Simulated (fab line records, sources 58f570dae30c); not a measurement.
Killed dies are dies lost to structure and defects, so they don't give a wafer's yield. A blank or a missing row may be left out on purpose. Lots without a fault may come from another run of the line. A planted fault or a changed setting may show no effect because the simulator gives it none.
fab line records | flow berkeley_cmos170 | part 1 of 2: steps 1 to 41 of 44
record lots=7 wafers=21 last_day=12
route steps=331 shown PLDD@155 NLDD@158 SPACER@171 PSD@175 NSD@187 M3@331
lots that met no fault: from a run of the same line without faults
start_h: hours from the record's first day to the start of the lot's first wafer shown | wait_h: hours since the lot's step before | " the same as in the row above | L1.1+2: a row that stands for several wafers | - no value, or no start given | * or withheld: withheld | < > ~ a bound
route shown NAME@n: a module of which the file shows steps, and the number in the route of the first | usual: mean/standard deviation of fault-free wafers | same: alike in all rows | chamber/n: place in a boat | sites: the reading at each site | _std_site: their standard deviation | _edge_site: outer sites' mean less inner sites' | radius_mm: how far each site lies from the wafer's centre | mask NAME#n: copy n | behind: the tool/chamber that last shaped the wafer | hold: why the lot was held/for how many hours/how that ended | device: the transistor (n, p or np) that didn't switch | end of line: the same wafers' tests at the end of the route | a step without rows: its recipe alone | killed: dies lost to structure and defects at the first sort, not the wafer's yield | map: a wafer's dies, x killed, . not, _ none there
set.NAME: the setting as run; set.NAME@STEP: as run at that earlier step | model.NAME: the simulator's own value behind a step, which no gauge read
lots at some steps of the route; a table a step, a row a wafer
services: from which hour (start_h, from the record's first day; less than 0 if before it) a tool's chamber was out of use, for how many hours, and why
## steps
# step UCB170_PLDD_STRIP_10
# recipe chemistry=O2 power_w=400 pressure_mtorr=3500 platen_temp_c=withheld o2_flow_sccm=400 overash_fraction=0.5
# usual drypump_motor_current_A=6.2/0.34 oes_product_au=0.735/0.0048 strip_time_to_endpoint_s=22.07/0.073
# columns lot.wafer tool chamber start_h wait_h drypump_motor_current_A oes_product_au rf_hours_counter_h strip_time_to_endpoint_s
L366.1 plasma_asher-03 1 148.04 0.1 6.1 0.732 4 22.06
L366.2 " 0 " " 5.8 0.740 4 22.08
L366.5 " 1 " " 6.1 0.748 - 22.10
L369.2 plasma_asher-04 0 156.98 0.1 6.3 0.735 38 22.02
L369.4 " 1 " " 6.6 0.733 - 22.12
L369.5 " 0 " " 6.3 0.736 - 22.14
L373.4 plasma_asher-03 0 178.04 0.1 5.8 0.737 - 22.09
L373.5 " 1 " " 6.1 0.734 - 22.04
L373.6 " 0 " " 5.8 0.730 - 22.03
L375.1 plasma_asher-04 0 178.28 0.1 6.2 0.737 40 21.90
L375.2 " 1 " " 6.6 0.734 40 22.03
L375.4 " 0 " " 6.3 0.729 - 21.98
L380.3 plasma_asher-03 0 204.54 0.1 5.8 0.744 - 22.01
L380.4 " 1 " " 6.1 0.736 - 21.99
L380.6 " 1 " " 6.1 0.737 - 22.05
L386.3 plasma_asher-01 1 235.60 0.1 6.6 0.740 - 22.26
L386.4 " 0 " " 5.5 0.738 - 22.22
L386.6 " 1 " " 6.5 0.739 - 22.24
L387.3 plasma_asher-04 1 244.03 0.1 6.5 0.742 - 22.19
L387.4 " 0 " " 6.3 0.737 - 22.16
L387.5 " 0 " " 6.3 0.739 - 22.18
# step UCB170_PLDD_TW_MEAS_11
# usual PLDD_TW=1012/6.5
# columns lot.wafer tool chamber start_h wait_h PLDD_TW
L366.1 film_metro-04 - 148.14 0.1 1012
L366.2 " - " " 1005
L366.5 " - " " 1007
L369.2 film_metro-04 - 157.09 0.1 1010
L369.4 " - " " 1010
L369.5 " - " " 1010
L373.4 film_metro-02 - 178.14 0.1 998
L373.5 " - " " 1004
L373.6 " - " " 1005
L375.1 film_metro-01 - 178.38 0.1 1019
L375.2 " - " " 1019
L375.4 " - " " 1017
L380.3 film_metro-02 - 204.63 0.1 1013
L380.4 " - " " 1014
L380.6 " - " " 1008
L386.3 film_metro-02 - 235.68 0.1 1010
L386.4 " - " " 1010
L386.6 " - " " 1002
L387.3 film_metro-04 - 244.12 0.1 1002
L387.4 " - " " 1004
L387.5 " - " " 1005
# step UCB170_PLDD_CLEAN_12
# recipe chemistry=SPM temp_c=120 time_s=600
# step UCB170_NLDD_HMDS_00
# recipe prime_time_s=60 prime_temp_c=100
# step UCB170_NLDD_COAT_01
# recipe resist=KrF spin_rpm=1500 resist_thk_nm=900
# step UCB170_NLDD_SOFTBAKE_02
# recipe resist=KrF temp_c=130 time_s=60
# step UCB170_NLDD_EXPOSE_03
# recipe mask_id=NSELECT na=0.5 sigma_outer=0.6 source_shape=conventional target_cd_nm=1200 dose_mj=30
# step UCB170_NLDD_PEB_04
# recipe peb_temp_c=130 peb_time_s=withheld resist=KrF
# step UCB170_NLDD_DEVELOP_05
# recipe developer=TMAH develop_time_s=45 resist=KrF dev_temp_c=21
# step UCB170_NLDD_CD_MEAS_06
# recipe target_cd_nm=1200
# usual cd_nm=1199.7/1.6
# columns lot.wafer tool chamber start_h wait_h cd_nm
L366.1 cd_sem-02 - 150.75 - 1201.1
L366.2 " - " " 1200.1
L366.5 " - " " 1200.5
L369.2 cd_sem-02 - 161.47 - 1200.9
L369.4 " - " " 1201.8
L369.5 " - " " 1203.4
L373.4 cd_sem-01 - 182.67 - 1197.6
L373.5 " - " " 1198.7
L373.6 " - " " 1197.7
L375.1 cd_sem-02 - 183.08 - 1197.1
L375.2 " - " " 1198.3
L375.4 " - " " 1198.3
L380.3 cd_sem-02 - 206.30 - 1201.1
L380.4 " - " " 1202.2
L380.6 " - " " 1200.8
L386.3 cd_sem-01 - 237.25 - 1198.7
L386.4 " - " " 1199.0
L386.6 " - " " 1199.5
L387.3 cd_sem-02 - 245.72 - 1200.4
L387.4 " - " " 1200.5
L387.5 " - " " 1200.6
# step UCB170_NLDD_OVL_MEAS_07
# usual NLDD_OVL=-2/5.4
# columns lot.wafer tool chamber start_h wait_h NLDD_OVL[nm]
L366.1 overlay-01 - 150.87 0.1 0
L366.2 " - " " -6
L366.5 " - " " 1
L369.2 overlay-01 - 161.58 0.1 3
L369.4 " - " " 2
L369.5 " - " " 1
L373.4 overlay-01 - 182.75 0.1 -4
L373.5 " - " " -3
L373.6 " - " " -3
L375.1 overlay-02 - 183.20 0.1 -9
L375.2 " - " " -15
L375.4 " - " " -17
L380.3 overlay-02 - 206.39 0.1 -1
L380.4 " - " " 0
L380.6 " - " " 0
L386.3 overlay-02 - 237.34 0.1 -1
L386.4 " - " " 3
L386.6 " - " " -4
L387.3 overlay-01 - 245.82 0.1 0
L387.4 " - " " -3
L387.5 " - " " -3
# step UCB170_NLDD_IMPLANT_08
# recipe species=As dose_cm2=5e+13 energy_kev=30 tilt_deg=7 rotation_deg=0
# step UCB170_NLDD_IMPLANT_09
# recipe species=As dose_cm2=5e+13 energy_kev=30 tilt_deg=7 rotation_deg=180
# usual dose_ions_cm2=5e+13/5.3e+10 faraday_current_uA=159/3.2
# columns lot.wafer tool chamber start_h wait_h dose_ions_cm2 faraday_current_uA
L366.1 implanter-03 0 151.05 0.1 4.997e+13 157
L366.2 " 0 " " 5e+13 153
L366.5 " 0 " " 4.998e+13 154
L369.2 implanter-03 0 161.78 0.1 2.36e+13 75
L369.4 " 0 " " 2.353e+13 71
L369.5 " 0 " " 2.35e+13 77
L373.4 implanter-03 0 182.99 0.1 2.359e+13 74
L373.5 " 0 " " 2.355e+13 75
L373.6 " 0 " " 2.36e+13 76
L375.1 implanter-03 0 183.38 0.1 2.36e+13 74
L375.2 " 0 " " 2.36e+13 76
L375.4 " 0 " " 2.351e+13 76
L380.3 implanter-01 0 206.61 0.1 5.015e+13 156
L380.4 " 0 " " 5.01e+13 164
L380.6 " 0 " " 5.003e+13 157
L386.3 implanter-04 0 237.57 0.1 4.991e+13 159
L386.4 " 0 " " 4.991e+13 167
L386.6 " 0 " " 4.992e+13 163
L387.3 implanter-01 0 246.04 0.1 4.995e+13 163
L387.4 " 0 " " 4.995e+13 156
L387.5 " 0 " " 4.992e+13 159
# step UCB170_NLDD_STRIP_10
# recipe chemistry=O2 power_w=400 pressure_mtorr=3500 platen_temp_c=withheld o2_flow_sccm=400 overash_fraction=0.5
# usual drypump_motor_current_A=6.1/0.41 oes_product_au=0.734/0.0044 strip_time_to_endpoint_s=21.65/0.064
# columns lot.wafer tool chamber start_h wait_h drypump_motor_current_A oes_product_au rf_hours_counter_h strip_time_to_endpoint_s
L366.1 plasma_asher-01 0 151.20 0.1 5.5 0.739 48 21.60
L366.2 " 1 " " 6.6 0.727 48 21.61
L366.5 " 0 " " 5.5 0.732 - 21.56
L369.2 plasma_asher-02 1 161.91 0.1 5.8 0.732 39 21.62
L369.4 " 1 " " 5.8 0.724 - 21.64
L369.5 " 1 " " 5.8 0.729 - 21.57
L373.4 plasma_asher-01 0 183.10 0.1 5.5 0.733 - 21.67
L373.5 " 0 " " 5.5 0.734 - 21.57
L373.6 " 1 " " 6.6 0.735 - 21.59
L375.1 plasma_asher-01 1 183.53 0.1 6.6 0.737 51 21.64
L375.2 " 0 " " 5.5 0.734 51 21.65
L375.4 " 1 " " 6.6 0.731 - 21.64
L380.3 plasma_asher-02 0 206.75 0.1 6.1 0.735 - 21.68
L380.4 " 1 " " 5.8 0.736 - 21.58
L380.6 " 0 " " 6.1 0.740 - 21.60
L386.3 plasma_asher-04 0 237.70 0.1 6.3 0.732 - 21.68
L386.4 " 1 " " 6.6 0.731 - 21.79
L386.6 " 0 " " 6.3 0.741 - 21.70
L387.3 plasma_asher-01 0 246.24 0.2 5.5 0.737 - 21.62
L387.4 " 1 " " 6.6 0.735 - 21.65
L387.5 " 0 " " 5.5 0.736 - 21.61
# step UCB170_NLDD_TW_MEAS_11
# usual NLDD_TW=2216/12
# columns lot.wafer tool chamber start_h wait_h NLDD_TW
L366.1 film_metro-04 - 151.30 0.1 2200
L366.2 " - " " 2207
L366.5 " - " " 2213
L369.2 film_metro-02 - 162.02 0.1 2036
L369.4 " - " " 2039
L369.5 " - " " 2033
L373.4 film_metro-04 - 183.20 0.1 2043
L373.5 " - " " 2034
L373.6 " - " " 2033
L375.1 film_metro-02 - 183.63 0.1 2039
L375.2 " - " " 2025
L375.4 " - " " 2033
L380.3 film_metro-04 - 206.83 0.1 2216
L380.4 " - " " 2212
L380.6 " - " " 2219
L386.3 film_metro-01 - 237.79 0.1 2234
L386.4 " - " " 2240
L386.6 " - " " 2239
L387.3 film_metro-04 - 246.33 0.1 2207
L387.4 " - " " 2205
L387.5 " - " " 2197
# step UCB170_NLDD_CLEAN_12
# recipe chemistry=SPM temp_c=120 time_s=600
# step UCB170_SPACER_CVD_00
# recipe material=SiO2 target_thk_nm=376 temp_c=390 precursor=TEOS/O2 time_s=47 rf_w=550 pressure_mtorr=9000
# step UCB170_SPACER_THK_MEAS_01
# recipe reads=SiO2_of_SPACER_CVD_00
# usual SPACER_TEOS_THK=377/5
# columns lot.wafer tool chamber start_h wait_h SPACER_TEOS_THK[nm]
L366.1 film_metro-02 - 152.07 0.0 369
L366.2 " - " " 371
L366.5 " - " " 376
L369.2 film_metro-02 - 162.29 0.0 379
L369.4 " - " " 381
L369.5 " - " " 379
L373.4 film_metro-03 - 183.47 0.0 379
L373.5 " - " " 379
L373.6 " - " " 379
L375.1 film_metro-01 - 183.91 0.0 367
L375.2 " - " " 374
L375.4 " - " " 378
L380.3 film_metro-02 - 207.71 0.0 372
L380.4 " - " " 381
L380.6 " - " " 384
L386.3 film_metro-03 - 239.68 0.0 379
L386.4 " - " " 381
L386.6 " - " " 382
L387.3 film_metro-03 - 246.78 0.0 381
L387.4 " - " " 376
L387.5 " - " " 386
# step UCB170_SPACER_ANNEAL_02
# recipe temp_c=900 time_s=1800 ambient=N2
# step UCB170_SPACER_ETCHBACK_03
# recipe stop_on=Si target=SiO2 chemistry=CHF3/CF4/Ar CHF3_flow_sccm=50 cf4_flow_sccm=10 Ar_flow_sccm=120 pressure_mtorr=200 rf_w=500 target_depth_a=3760 time_s=100
# usual drypump_motor_current_A=5.8/0.39 oes_product_au=0.905/0.014 throttle_valve_pct=6.45/0.12
# columns lot.wafer tool chamber start_h wait_h drypump_motor_current_A oes_product_au rf_hours_counter_h throttle_valve_pct
L366.1 rie_diel-02 3 156.93 0.1 5.6 0.892 4 6.31
L366.2 " 2 " " 6.1 0.892 53 6.56
L366.5 " 3 " " 5.6 0.904 - 6.30
L369.2 rie_diel-02 1 164.38 0.0 5.5 0.897 10 6.68
L369.4 " 2 " " 6.1 0.908 53 6.55
L369.5 " 1 " " 5.5 0.895 - 6.68
L373.4 rie_diel-01 3 191.22 0.0 5.4 0.906 137 6.35
L373.5 " 0 " " 5.3 0.907 - 6.41
L373.6 " 3 " " 5.4 0.897 - 6.35
L375.1 rie_diel-02 2 191.29 0.1 6.0 0.883 55 6.55
L375.2 " 0 " " 6.2 0.914 15 6.59
L375.4 " 3 " " 5.6 0.915 5 6.32
L380.3 rie_diel-02 0 212.23 0.0 6.1 0.905 16 6.60
L380.4 " 2 " " 6.0 0.909 55 6.54
L380.6 " 3 " " 5.6 0.920 - 6.32
L386.3 rie_diel-02 0 243.83 0.0 6.1 0.915 17 6.60
L386.4 " 1 " " 5.5 0.894 - 6.68
L386.6 " 0 " " 6.1 0.924 - 6.60
L387.3 rie_diel-03 1 251.88 0.0 5.6 0.910 8 6.36
L387.4 " 3 " " 5.7 0.876 109 6.59
L387.5 " 1 " " 5.6 0.919 - 6.38
# step UCB170_PSD_HMDS_00
# recipe prime_time_s=60 prime_temp_c=100
# step UCB170_PSD_COAT_01
# recipe resist=KrF spin_rpm=1500 resist_thk_nm=900
# step UCB170_PSD_SOFTBAKE_02
# recipe resist=KrF temp_c=130 time_s=60
# step UCB170_PSD_EXPOSE_03
# recipe mask_id=PSELECT_MOD na=0.5 sigma_outer=0.6 source_shape=conventional target_cd_nm=1200 dose_mj=29.62
# step UCB170_PSD_PEB_04
# recipe peb_temp_c=130 peb_time_s=withheld resist=KrF
# step UCB170_PSD_DEVELOP_05
# recipe developer=TMAH develop_time_s=45 resist=KrF dev_temp_c=21
# step UCB170_PSD_CD_MEAS_06
# recipe target_cd_nm=1200
# usual cd_nm=1199.8/1.3
# columns lot.wafer tool chamber start_h wait_h cd_nm
L366.1 cd_sem-02 - 159.11 - 1199.9
L366.2 " - " " 1201.7
L366.5 " - " " 1200.3
L369.2 cd_sem-02 - 167.20 - 1197.5
L369.4 " - " " 1199.8
L369.5 " - " " 1199.6
L373.4 cd_sem-01 - 194.52 - 1196.8
L373.5 " - " " 1197.1
L373.6 " - " " 1196.9
L375.1 cd_sem-01 - 194.97 - 1200.7
L375.2 " - " " 1201.6
L375.4 " - " " 1200.8
L380.3 cd_sem-01 - 213.52 - 1200.3
L380.4 " - " " 1198.5
L380.6 " - " " 1199.0
L386.3 cd_sem-02 - 245.00 - 1201.5
L386.4 " - " " 1201.6
L386.6 " - " " 1202.4
L387.3 cd_sem-01 - 253.10 - 1199.9
L387.4 " - " " 1200.0
L387.5 " - " " 1199.5
# step UCB170_PSD_OVL_MEAS_07
# usual PSD_OVL=0/7.1
# columns lot.wafer tool chamber start_h wait_h PSD_OVL[nm]
L366.1 overlay-01 - 159.23 0.1 -6
L366.2 " - " " 6
L366.5 " - " " -7
L369.2 overlay-01 - 167.31 0.1 2
L369.4 " - " " 4
L369.5 " - " " -8
L373.4 overlay-02 - 194.60 0.1 4
L373.5 " - " " 2
L373.6 " - " " 1
L375.1 overlay-02 - 195.09 0.1 -1
L375.2 " - " " 10
L375.4 " - " " 8
L380.3 overlay-02 - 213.61 0.1 1
L380.4 " - " " 3
L380.6 " - " " -8
L386.3 overlay-01 - 245.09 0.1 1
L386.4 " - " " -6
L386.6 " - " " -9
L387.3 overlay-01 - 253.20 0.1 8
L387.4 " - " " 10
L387.5 " - " " 3
# step UCB170_PSD_IMPLANT_08
# recipe species=B dose_cm2=3e+15 energy_kev=20 tilt_deg=7
# step UCB170_PSD_STRIP_09
# recipe chemistry=O2 power_w=400 pressure_mtorr=3500 platen_temp_c=withheld o2_flow_sccm=400 overash_fraction=0.5
# usual drypump_motor_current_A=5.97/0.29 oes_product_au=0.600/0.0045 strip_time_to_endpoint_s=29.37/0.066
# columns lot.wafer tool chamber start_h wait_h drypump_motor_current_A oes_product_au rf_hours_counter_h strip_time_to_endpoint_s
L366.1 plasma_asher-02 0 159.41 0.1 6.10 0.605 38 29.29
L366.2 " 1 " " 5.80 0.604 38 29.30
L366.5 " 0 " " 6.08 0.597 - 29.38
L369.2 plasma_asher-03 1 167.49 0.1 6.11 0.603 7 29.36
L369.4 " 1 " " 6.11 0.602 - 29.49
L369.5 " 1 " " 6.13 0.597 - 29.35
L373.4 plasma_asher-02 0 194.80 0.1 6.11 0.602 - 29.48
L373.5 " 0 " " 6.10 0.598 - 29.46
L373.6 " 1 " " 5.81 0.606 - 29.38
L375.1 plasma_asher-03 0 195.28 0.1 5.85 0.599 10 29.31
L375.2 " 1 " " 6.10 0.601 10 29.39
L375.4 " 0 " " 5.81 0.598 - 29.30
L380.3 plasma_asher-03 1 213.82 0.1 6.10 0.600 - 29.31
L380.4 " 0 " " 5.78 0.607 - 29.27
L380.6 " 1 " " 6.10 0.604 - 29.28
L386.3 plasma_asher-01 0 245.30 0.1 5.51 0.600 - 29.31
L386.4 " 1 " " 6.57 0.593 - 29.43
L386.6 " 0 " " 5.50 0.596 - 29.39
L387.3 plasma_asher-02 1 253.40 0.1 5.74 0.598 - 29.37
L387.4 " 0 " " 6.09 0.595 - 29.32
L387.5 " 0 " " 6.11 0.608 - 29.38
# step UCB170_PSD_TW_MEAS_10
# usual PSD_TW=2334/17
# columns lot.wafer tool chamber start_h wait_h PSD_TW
L366.1 film_metro-02 - 159.51 0.1 2326
L366.2 " - " " 2323
L366.5 " - " " 2335
L369.2 film_metro-01 - 167.60 0.1 2365
L369.4 " - " " 2351
L369.5 " - " " 2341
L373.4 film_metro-01 - 194.90 0.1 2332
L373.5 " - " " 2350
L373.6 " - " " 2346
L375.1 film_metro-01 - 195.38 0.1 2337
L375.2 " - " " 2339
L375.4 " - " " 2338
L380.3 film_metro-02 - 213.90 0.1 2327
L380.4 " - " " 2319
L380.6 " - " " 2337
L386.3 film_metro-02 - 245.38 0.1 2319
L386.4 " - " " 2323
L386.6 " - " " 2330
L387.3 film_metro-01 - 253.49 0.1 2360
L387.4 " - " " 2361
L387.5 " - " " 2373
# step UCB170_PSD_CLEAN_11
# recipe chemistry=SPM temp_c=120 time_s=600
# step UCB170_NSD_HMDS_00
# recipe prime_time_s=60 prime_temp_c=100
# step UCB170_NSD_COAT_01
# recipe resist=KrF spin_rpm=1500 resist_thk_nm=900
# step UCB170_NSD_SOFTBAKE_02
# recipe resist=KrF temp_c=130 time_s=60
# step UCB170_NSD_EXPOSE_03
# recipe mask_id=NSELECT_MOD na=0.5 sigma_outer=0.6 source_shape=conventional target_cd_nm=1200 dose_mj=30
# step UCB170_NSD_PEB_04
# recipe peb_temp_c=130 peb_time_s=withheld resist=KrF
# step UCB170_NSD_DEVELOP_05
# recipe developer=TMAH develop_time_s=45 resist=KrF dev_temp_c=21
# step UCB170_NSD_CD_MEAS_06
# recipe target_cd_nm=1200
# usual cd_nm=1200.3/1.6
# columns lot.wafer tool chamber start_h wait_h cd_nm
L366.1 cd_sem-02 - 163.01 - 1199.4
L366.2 " - " " 1198.8
L366.5 " - " " 1200.3
L369.2 cd_sem-01 - 169.03 - 1200.6
L369.4 " - " " 1202.7
L369.5 " - " " 1200.9
L373.4 cd_sem-02 - 199.13 - 1199.2
L373.5 " - " " 1199.7
L373.6 " - " " 1201.0
L375.1 cd_sem-01 - 200.03 - 1202.3
L375.2 " - " " 1201.3
L375.4 " - " " 1201.9
L380.3 cd_sem-02 - 215.36 - 1200.5
L380.4 " - " " 1200.2
L380.6 " - " " 1200.2
L386.3 cd_sem-02 - 246.81 - 1198.7
L386.4 " - " " 1197.7
L386.6 " - " " 1197.8
L387.3 cd_sem-01 - 255.41 - 1200.5
L387.4 " - " " 1200.8
L387.5 " - " " 1201.3
# step UCB170_NSD_OVL_MEAS_07
# usual NSD_OVL=-2/5.6
# columns lot.wafer tool chamber start_h wait_h NSD_OVL[nm]
L366.1 overlay-01 - 163.13 0.1 -5
L366.2 " - " " -4
L366.5 " - " " -5
L369.2 overlay-02 - 169.13 0.1 0
L369.4 " - " " 2
L369.5 " - " " 15
L373.4 overlay-02 - 199.21 0.1 -1
L373.5 " - " " 1
L373.6 " - " " -3
L375.1 overlay-02 - 200.15 0.1 2
L375.2 " - " " 2
L375.4 " - " " 3
L380.3 overlay-01 - 215.45 0.1 -1
L380.4 " - " " 8
L380.6 " - " " 2
L386.3 overlay-01 - 246.90 0.1 -3
L386.4 " - " " -7
L386.6 " - " " -8
L387.3 overlay-01 - 255.50 0.1 4
L387.4 " - " " -5
L387.5 " - " " 0
# step UCB170_NSD_IMPLANT_08
# recipe species=P dose_cm2=3e+15 energy_kev=40.22 tilt_deg=7
## key
first_sign step=UCB170_NLDD_IMPLANT_09 reading=dose_ions_cm2 direction=down sigmas=99+ usual=5e+13 struck=2.357e+13
effect step=UCB170_NLDD_IMPLANT_09 reading=faraday_current_uA direction=down sigmas=26 usual=159 struck=75
effect step=UCB170_NLDD_TW_MEAS_11 reading=NLDD_TW direction=down sigmas=15 usual=2216 struck=2035
effect step=UCB170_SDANNEAL_RS_MEAS_05 reading=NLDD_RS direction=up sigmas=92 usual=615.9 struck=754.3
model_effect step=UCB170_M3_PROBE_99 value=etest.nldd.line_ohm_um without=1265 struck=1624
met_at UCB170_NLDD_IMPLANT_09
struck_wafers L369.2,L369.4,L369.5,L373.4,L373.5,L373.6,L375.1,L375.2,L375.4
tester_left_out L369,L373,L375
onset_between 151.05 161.78
fault kind=process_parameter_drift tool=implanter-03 chamber=- onset_h=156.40 steps=UCB170_NLDD_IMPLANT_09 channel=dose_cm2 offset=-2.6429e+13 shape=step end_h=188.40 acts_in=these_recipes_only stated=5e+13
# tester_left_out: of these lots the tester's yield and bins aren't shown, on N5 and GAA mostly nor the transistor test; their killed dies are dies lost to structure and defects alone, not to doping, threshold or leakage, so they don't give the yield
